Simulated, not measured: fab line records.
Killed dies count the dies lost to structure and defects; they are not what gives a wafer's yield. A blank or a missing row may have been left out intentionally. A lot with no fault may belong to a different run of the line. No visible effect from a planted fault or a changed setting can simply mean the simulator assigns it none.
Which of the tools did it?	flow rit-cmos	14 lots with 42 wafers sampled at 2 steps, on a route of 202 steps

WHAT THE GAUGES READ, wafer by wafer
The record holds no reading of a measuring or inspecting step that can be judged against a usual standard deviation.

TOOL THAT RAN EACH LOT (tool first, then ch and the chambers of the sampled wafers, then the start)
lot	RIT_ACTIVE_ETCH_13	RIT_M1_PROBE_99
L859	rie-diel-04 ch 0,1,3, day 2 02:21	-
L860	rie-diel-02 ch 1,2,3, day 2 06:08	-
L861	rie-diel-04 ch 1,2,3, day 2 14:22	-
L862	rie-diel-03 ch 0,1,2, day 3 00:23	prober-02, day 6 08:25
L865	rie-diel-04 ch 1,3, day 3 07:52	-
L864	rie-diel-03 ch 0,1, day 3 08:07	prober-01, day 6 06:49
L866	rie-diel-02 ch 0,1,2, day 3 15:19	-
L868	rie-diel-02 ch 1,2, day 3 22:21	-
L873	rie-diel-04 ch 0,2,3, day 5 03:21	prober-01, day 7 10:47
L875	rie-diel-04 ch 0,2,3, day 5 11:31	prober-01, day 7 14:59
L876	rie-diel-04 ch 0,3, day 5 14:13	-
L878	rie-diel-02 ch 1,3, day 6 01:35	prober-02, day 8 00:50
L879	rie-diel-03 ch 0,1,3, day 6 05:04	-
L880	rie-diel-03 ch 0,2,3, day 6 11:50	-
- RIT_ACTIVE_ETCH_13: etches Si3N4 in SF6, stops on SiO2, time 210 s, target depth 210 nm.
- RIT_M1_PROBE_99

WHAT THE TOOLS THEMSELVES READ (means of the sampled wafers that have a number; where no wafer has one, the mark that the record gives instead)
RIT_ACTIVE_ETCH_13.
lot	tool	chamber-pressure-mTorr (mTorr)	drypump-motor-current-A (A)	oes-product-au (a.u.)	throttle-valve-pct (%)
L859	rie-diel-04	260.10	6.0	0.829	7.49
L860	rie-diel-02	260.04	6.0	0.821	7.43
L861	rie-diel-04	260.19	5.6	0.835	7.40
L862	rie-diel-03	260.16	5.6	0.826	7.62
L865	rie-diel-04	259.69	5.9	0.837	7.45
L864	rie-diel-03	260.01	5.7	0.835	7.64
L866	rie-diel-02	260.22	5.9	0.817	7.46
L868	rie-diel-02	260.14	6.1	0.830	7.43
L873	rie-diel-04	260.25	5.7	0.822	7.44
L875	rie-diel-04	216.46	5.7	0.827	7.43
L876	rie-diel-04	173.45	5.6	0.817	7.41
L878	rie-diel-02	260.03	5.9	0.820	7.49
L879	rie-diel-03	259.91	6.0	0.828	7.56
L880	rie-diel-03	259.84	5.9	0.830	7.60

RIT_M1_PROBE_99.
lot	tool	killed-at-contacts	killed-at-front-end	killed-dies	killed-open	killed-short
L862	prober-02	0.0	5	5	1.3	4.0
L864	prober-01	0.0	9	9	4.7	4.7
L873	prober-01	0.0	8	8	5.0	3.3
L875	prober-01	0.3	8	8	4.0	4.3
L878	prober-02	0.0	6	6	2.3	3.7

THE ANSWER, worked out from the rows above alone
Rule: what is usual is taken from the lots themselves. The widest of any qualifying gaps counts: lots, ordered by their means at a reading, are off when they make up no more than a third of the lots, leave a main group of 4 or more, and stand apart from it by 3 or more times the standard deviation of that group's means. The tables above print the reading to a certain number of digits; a main group whose means all agree to those digits is not used. Also off: a lot with no number at a reading for which 4 or more lots have one. The other lots that the step has rows for count as sound. After the gauges, taken in route order, come the tools' own readings; for these a lot's mean is taken, as printed above. At the first step where some lot is off, the reading lying furthest off is the one used; lots without a number count as furthest.
Off, at RIT_ACTIVE_ETCH_13 on chamber-pressure-mTorr: L875, L876. The main group: mean 260.05 mTorr, standard deviation 0.16.
A tool fits if, at that step or a process step before it, it ran every lot that is off, and no sound lot after the first of them. One fits: RIT_ACTIVE_ETCH_13 on rie-diel-04. Its last sound lot is L873 (day 5 03:21), its first lot that is off L875 (day 5 11:31): a fault that began between those two fits.
On the lots that are off, the tool's own readings at RIT_ACTIVE_ETCH_13 differ by more than 5 times the standard deviation of the sound lots' means, which bears it out; chamber-pressure-mTorr reads 194.95 mTorr there versus 260.05 mTorr on the sound lots.

WHAT WAS PUT IN BY THE SIMULATOR
rie-diel-04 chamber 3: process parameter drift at RIT_ACTIVE_ETCH_13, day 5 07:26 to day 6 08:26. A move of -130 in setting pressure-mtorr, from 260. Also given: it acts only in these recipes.
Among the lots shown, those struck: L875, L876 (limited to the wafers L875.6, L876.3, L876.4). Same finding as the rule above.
